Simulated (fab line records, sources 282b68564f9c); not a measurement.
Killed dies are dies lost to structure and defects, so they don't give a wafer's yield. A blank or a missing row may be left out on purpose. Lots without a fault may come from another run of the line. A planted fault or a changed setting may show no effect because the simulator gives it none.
fab line records | flow rit_cmos
record lots=6 wafers=18 last_day=7
route steps=202 shown PRETRO@64 GATE@75 M1@202
lots that met no fault: from a run of the same line without faults
start_h: hours from the record's first day to the start of the lot's first wafer shown | wait_h: hours since the lot's step before | " the same as in the row above | L1.1+2: a row that stands for several wafers | - no value, or no start given | * or withheld: withheld | < > ~ a bound
route shown NAME@n: a module of which the file shows steps, and the number in the route of the first | usual: mean/standard deviation of fault-free wafers | same: alike in all rows | chamber/n: place in a boat | sites: the reading at each site | _std_site: their standard deviation | _edge_site: outer sites' mean less inner sites' | radius_mm: how far each site lies from the wafer's centre | mask NAME#n: copy n | behind: the tool/chamber that last shaped the wafer | hold: why the lot was held/for how many hours/how that ended | device: the transistor (n, p or np) that didn't switch | end of line: the same wafers' tests at the end of the route | a step without rows: its recipe alone | killed: dies lost to structure and defects at the first sort, not the wafer's yield | map: a wafer's dies, x killed, . not, _ none there
set.NAME: the setting as run; set.NAME@STEP: as run at that earlier step | model.NAME: the simulator's own value behind a step, which no gauge read
lots at some steps of the route; a table a step, a row a wafer
services: from which hour (start_h, from the record's first day; less than 0 if before it) a tool's chamber was out of use, for how many hours, and why
## steps
# step RIT_PRETRO_HMDS_00
# recipe prime_time_s=60 prime_temp_c=140
# step RIT_PRETRO_COAT_01
# recipe resist=NOVOLAK spin_rpm=2000 resist_thk_nm=1300
# step RIT_PRETRO_SOFTBAKE_02
# recipe resist=NOVOLAK temp_c=90 time_s=60
# step RIT_PRETRO_EXPOSE_03
# recipe mask_id=M5 na=0.57 target_cd_nm=43700 dose_mj=250
# step RIT_PRETRO_PEB_04
# recipe resist=NOVOLAK temp_c=withheld time_s=withheld
# step RIT_PRETRO_DEVELOP_05
# recipe resist=NOVOLAK develop_time_s=68 dev_temp_c=23
# step RIT_PRETRO_OVL_MEAS_06
# usual PRETRO_OVL=-0.3/1.4
# columns lot.wafer tool chamber start_h wait_h PRETRO_OVL[nm]
L383.1 overlay-01 - 32.39 - 0.8
L383.3 " - " " -1.2
L383.5 " - " " -1.5
L395.1 overlay-02 - 91.91 - -1.2
L395.3 " - " " -1.1
L395.4 " - " " 0.1
L396.1 overlay-02 - 97.79 - -0.9
L396.2 " - " " -2.5
L396.6 " - " " -1.2
L397.2 overlay-01 - 104.61 - 0.4
L397.4 " - " " -1.4
L397.6 " - " " -1.9
L398.1 overlay-01 - 105.56 - -0.2
L398.5 " - " " -0.7
L398.6 " - " " -0.3
L406.4 overlay-01 - 145.79 - -1.8
L406.5 " - " " 0.0
L406.6 " - " " -0.8
# step RIT_PRETRO_HARDBAKE_07
# recipe resist=NOVOLAK temp_c=140 time_s=120
# step RIT_PRETRO_IMPLANT_08
# recipe species=B energy_kev=45 dose_cm2=1.2e+13 tilt_deg=7
# step RIT_PRETRO_STRIP_09
# recipe chemistry=O2 time_s=180 resist=NOVOLAK platen_temp_c=withheld power_w=500 pressure_mtorr=4000 o2_flow_sccm=4000
# usual chamber_pressure_mTorr=4000/3.6 drypump_motor_current_A=5.5/0.46
# columns lot.wafer tool chamber start_h wait_h chamber_pressure_mTorr drypump_motor_current_A rf_hours_counter_h
L383.1 plasma_asher-03 0 32.83 0.1 4005 5.9 24
L383.3 " 1 " " 4003 5.7 -
L383.5 " 1 " " 4000 5.7 -
L395.1 plasma_asher-01 0 92.35 0.1 3997 5.1 45
L395.3 " 1 " " 4002 6.0 -
L395.4 " 0 " " 4001 5.1 -
L396.1 plasma_asher-04 0 98.23 0.1 3998 4.8 46
L396.2 " 1 " " 4006 5.2 46
L396.6 " 0 " " 3999 4.8 -
L397.2 plasma_asher-03 1 105.04 0.1 4000 5.7 30
L397.4 " 0 " " 4000 6.0 -
L397.6 " 1 " " 3998 5.7 -
L398.1 plasma_asher-01 0 105.99 0.1 3997 5.1 47
L398.5 " 0 " " 3996 5.1 -
L398.6 " 1 " " 4002 6.1 -
L406.4 plasma_asher-04 0 146.27 0.1 4007 4.8 -
L406.5 " 1 " " 4001 5.2 -
L406.6 " 0 " " 4003 4.8 -
# step RIT_PRETRO_TW_MEAS_10
# usual PRETRO_TW=479/7.6
# columns lot.wafer tool chamber start_h wait_h PRETRO_TW
L383.1 film_metro-01 - 33.00 0.1 470
L383.3 " - " " 468
L383.5 " - " " 468
L395.1 film_metro-03 - 92.52 0.1 487
L395.3 " - " " 486
L395.4 " - " " 486
L396.1 film_metro-04 - 98.40 0.1 482
L396.2 " - " " 481
L396.6 " - " " 484
L397.2 film_metro-01 - 105.22 0.1 473
L397.4 " - " " 471
L397.6 " - " " 470
L398.1 film_metro-01 - 106.17 0.1 469
L398.5 " - " " 472
L398.6 " - " " 472
L406.4 film_metro-04 - 146.41 0.1 480
L406.5 " - " " 481
L406.6 " - " " 482
# step RIT_GATE_WET_ETCH_00
# recipe chemistry=BOE target=SiO2 target_depth_nm=56 time_s=60 dry=n2_spin dilution=10:1 temp_c=21.5
# step RIT_GATE_CLEAN_01
# recipe chemistry=SC1 mix=3:3:50 time_s=600 temp_c=75
# usual bath_guard_temp_C=74.9/0.45 bath_heat_duty_pct=16.2/2
# columns lot.wafer tool chamber start_h wait_h bath_guard_temp_C bath_heat_duty_pct
L383.1 wet_bench-04 0 33.09 0.0 75.0 16.3
L383.3 " 0 " " 74.9 17.3
L383.5 " 0 " " 74.5 19.5
L395.1 wet_bench-04 2 92.61 0.0 - -
L395.3 " 2 " " - -
L395.4 " 2 " " - -
L396.1 wet_bench-04 3 98.49 0.0 - -
L396.2 " 3 " " - -
L396.6 " 3 " " - -
L397.2 wet_bench-01 2 105.30 0.0 74.9 18.7
L397.4 " 2 " " 74.5 17.8
L397.6 " 2 " " 74.3 17.3
L398.1 wet_bench-04 3 106.25 0.0 75.2 13.3
L398.5 " 3 " " 74.9 13.3
L398.6 " 3 " " 74.9 14.1
L406.4 wet_bench-03 2 146.47 0.0 75.1 14.3
L406.5 " 2 " " 75.1 13.4
L406.6 " 2 " " 75.1 15.5
# step RIT_GATE_CLEAN_02
# recipe chemistry=dHF dilution=50:1 time_s=30
# step RIT_M1_PROBE_99
# usual killed_at_contacts=0.1/0.24 killed_at_front_end=6.8/2.8 killed_dies=6.9/2.8 killed_open=3.3/1.9 killed_short=3.5/1.8
# same gross_dies=264 killed_at_M0_to_M3=0 killed_at_M4_up=0 killed_at_back_side=0 killed_at_other=0
# columns lot.wafer tool chamber start_h wait_h killed_at_contacts killed_at_front_end killed_dies killed_open killed_short
L383.1 prober-01 - 58.69 0.1 0 7 7 4 3
L383.3 prober-01 - 58.79 0.2 0 11 11 6 5
L383.5 prober-01 - 58.89 0.2 0 12 12 8 4
L395.1 prober-01 - 120.18 0.1 0 3 3 2 1
L395.3 prober-01 - 120.28 0.2 0 6 6 4 2
L395.4 prober-01 - 120.33 0.2 1 11 12 8 4
L396.1 prober-02 - 125.05 0.1 0 10 10 3 7
L396.2 prober-02 - 125.10 0.1 0 8 8 2 6
L396.6 prober-02 - 125.30 0.2 0 6 6 4 2
L398.1 prober-01 - 133.44 0.1 0 12 12 6 6
L398.5 prober-01 - 133.64 0.2 0 6 6 3 3
L398.6 prober-01 - 133.69 0.2 0 7 7 2 5
L397.2 prober-01 - 133.79 0.4 0 2 2 1 1
L397.4 prober-01 - 133.89 0.5 0 3 3 1 2
L397.6 prober-01 - 133.99 0.6 0 2 2 1 1
L406.4 prober-01 - 173.48 0.2 0 6 6 1 5
L406.5 prober-01 - 173.53 0.2 0 7 7 2 5
L406.6 prober-01 - 173.58 0.2 0 7 7 4 3
# killed by level:class
L383.1 FOX1:geometric_particle:open=3 FOX1:geometric_particle:short=2 REOX:geometric_particle:open=1 SPACER:geometric_particle:short=1
L383.3 FOX1:geometric_particle:short=4 FOX1:geometric_particle:open=3 GATE:geometric_particle:open=2 SPACER:geometric_particle:short=1 SILICIDE:geometric_particle:open=1
L383.5 FOX1:geometric_particle:open=4 FOX1:geometric_particle:short=2 GATE:geometric_particle:open=2 FOX2:geometric_particle:open=1 GATE:geometric_particle:short=1 REOX:geometric_particle:short=1 SPACER:geometric_particle:open=1
L395.1 SPACER:geometric_particle:open=1 SPACER:geometric_particle:short=1 SILICIDE:geometric_particle:open=1
L395.3 GATE:geometric_particle:open=3 GATE:geometric_particle:short=2 FOX2:geometric_particle:open=1
L395.4 GATE:geometric_particle:open=3 ACTIVE:geometric_particle:open=2 GATE:geometric_particle:short=2 SPACER:geometric_particle:short=2 FOX1:geometric_particle:open=1 SPACER:geometric_particle:open=1 CONTACT:geometric_particle:open=1
L396.1 GATE:geometric_particle:short=4 FOX1:geometric_particle:short=2 GATE:geometric_particle:open=2 FOX1:geometric_particle:open=1 REOX:geometric_particle:short=1
L396.2 GATE:geometric_particle:short=5 FOX1:geometric_particle:short=1 FOX1:geometric_particle:open=1 REOX:geometric_particle:open=1
L396.6 GATE:geometric_particle:open=3 GATE:geometric_particle:short=2 SPACER:geometric_particle:open=1
L398.1 SILICIDE:geometric_particle:short=3 SILICIDE:geometric_particle:open=3 SPACER:geometric_particle:open=2 FOX2:geometric_particle:open=1 FOX2:geometric_particle:short=1 GATE:geometric_particle:short=1 SPACER:geometric_particle:short=1
L398.5 SPACER:geometric_particle:short=3 FOX1:geometric_particle:open=1 GATE:geometric_particle:open=1 SPACER:geometric_particle:open=1
L398.6 FOX1:geometric_particle:short=1 FOX2:geometric_particle:open=1 GATE:geometric_particle:open=1 GATE:geometric_particle:short=1 REOX:geometric_particle:short=1 SPACER:geometric_particle:short=1 SILICIDE:geometric_particle:short=1
L397.2 REOX:geometric_particle:open=1 SPACER:geometric_particle:short=1
L397.4 GATE:geometric_particle:short=2 GATE:geometric_particle:open=1
L397.6 FOX2:geometric_particle:open=1 GATE:geometric_particle:short=1
L406.4 SPACER:geometric_particle:short=2 FOX1:geometric_particle:short=1 GATE:geometric_particle:short=1 REOX:geometric_particle:short=1 SPACER:geometric_particle:open=1
L406.5 REOX:geometric_particle:short=2 FOX2:geometric_particle:short=1 GATE:geometric_particle:open=1 GATE:geometric_particle:short=1 SPACER:geometric_particle:short=1 SILICIDE:geometric_particle:open=1
L406.6 FOX2:geometric_particle:open=2 FOX1:geometric_particle:short=1 FOX2:geometric_particle:short=1 SPACER:geometric_particle:short=1 SPACER:geometric_particle:open=1 SILICIDE:geometric_particle:open=1
## services
# columns tool chamber start_h hours kind
plasma_asher-01 - 22.10 1.8 repair
plasma_asher-03 - 74.96 24.9 pm
plasma_asher-01 - 85.33 2.8 pm
wet_bench-04 - 89.14 0.6 repair
plasma_asher-04 - 108.75 9.0 pm
plasma_asher-04 0 108.75 9.0 vent_cycle
plasma_asher-04 1 108.75 9.0 vent_cycle
plasma_asher-04 0 117.75 - clean
plasma_asher-04 1 117.75 - clean
plasma_asher-03 - 142.42 14.6 pm
## key
first_sign step=RIT_GATE_CLEAN_01 reading=tool_record direction=missing
effect none on later readings
met_at RIT_GATE_CLEAN_01
struck_wafers L395.1,L395.3,L395.4,L396.1,L396.2,L396.6
tester_left_out L395,L396
onset_between 33.09 92.61
fault kind=skipped_step_whole tool=wet_bench-04 chamber=- onset_h=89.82 steps=RIT_GATE_CLEAN_01 scope=struck_lots_only
# tester_left_out: of these lots the tester's yield and bins aren't shown, on N5 and GAA mostly nor the transistor test; their killed dies are dies lost to structure and defects alone, not to doping, threshold or leakage, so they don't give the yield
